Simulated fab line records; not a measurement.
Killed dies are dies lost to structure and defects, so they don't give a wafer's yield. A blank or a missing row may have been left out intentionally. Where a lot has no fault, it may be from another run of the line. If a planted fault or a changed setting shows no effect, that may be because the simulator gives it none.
Code-filled problem report in 8D (eight disciplines) form | flow berkeleyCmos170 | the parts of the form that need people (team, actions taken, sign-off) are left out

1. WHAT WENT WRONG
Wafers without a fault read 29.995, standard deviation 0.028; exposureDoseMJCm2 at UCB170_ZERO_EXPOSE_03 reads a mean of 26.058 on 12 wafers belonging to 4 lots. That is -99 or more standard deviations from the usual mean.
The step: exposes mask PM MARKS, target cd 4000 nm.
First observed at day 3 00:50: wafer L256.2, on krfScanner-01. The record has a number at this step for 48 wafers belonging to 16 lots. By rule, "out" or "out of limits" means more than 4 standard deviations away from the usual mean. All remaining wafers that have a number are taken as sound.

2. WHAT IT IS; WHAT IT IS NOT
question                    | is                     | is not
which readings at this step | exposureDoseMJCm2      | -
which lots                  | L256, L257, L258, L262 | L250, L251, L252, L253, L254, L255, L260, L264, L266, L268, L269, L271
which wafers of those lots  | all that have a number | -
read on which tools         | krfScanner-01          | krfScanner-02
when                        | from day 3 00:50       | up to then (18 sound wafers); but 18 sound wafers of L260, L264, L266, L268, L269, L271 came after

3. SUSPECTS, AND WHAT RULES EACH OUT
Counting: a tool at a process step up to the reading stays a suspect if it ran every lot that is out and no sound lot after the first of them.
- krfScanner-01 at UCB170_ZERO_EXPOSE_03 (exposes mask PM MARKS, target cd 4000 nm): kept. It ran every lot that is out, first L256 (day 3 00:50), and no sound lot after that; its last sound lot up to then is L253 (day 2 14:03). On those wafers its own readings are out: exposureDoseMJCm2.
After counting, what remains is krfScanner-01 at UCB170_ZERO_EXPOSE_03.

4. THE CAUSE (what the simulator had put in)
Process parameters drifting: krfScanner-01 at UCB170_ZERO_EXPOSE_03, beginning at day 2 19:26. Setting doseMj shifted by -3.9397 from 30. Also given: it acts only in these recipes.
After counting, this tool was the only one left.

5. SEQUENCE OF EFFECTS, ordered by route
One row per reading whose mean, taken over the struck wafers that have a number, lies over 3 standard deviations from the usual. Readings are gone through only where the record gives a usual standard deviation; hours: the median, over the lots, of the time from a lot's start at the first step in this table giving one to that lot's start at this step; sigmas: the change measured in usual standard deviations.
hours | step                  | reading           | usual  | on struck wafers | change | sigmas
0     | UCB170_ZERO_EXPOSE_03 | exposureDoseMJCm2 | 29.995 | 26.058           | -3.938 | -99 or more
Here are the process steps it includes:
- UCB170_ZERO_EXPOSE_03: exposes mask PM MARKS, target cd 4000 nm.
Later measuring or inspecting steps at which every struck wafer that the step has a row for has a number for every such reading, and none has moved that far: UCB170_GATE_OVL_MEAS_13, UCB170_CONTACT_THK_MEAS_02.

6. HOW IT WOULD HAVE BEEN CAUGHT EARLIER
5 hours passed between the start of the fault at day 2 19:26 and the first reading out of limits in this record, taken at day 3 00:50.
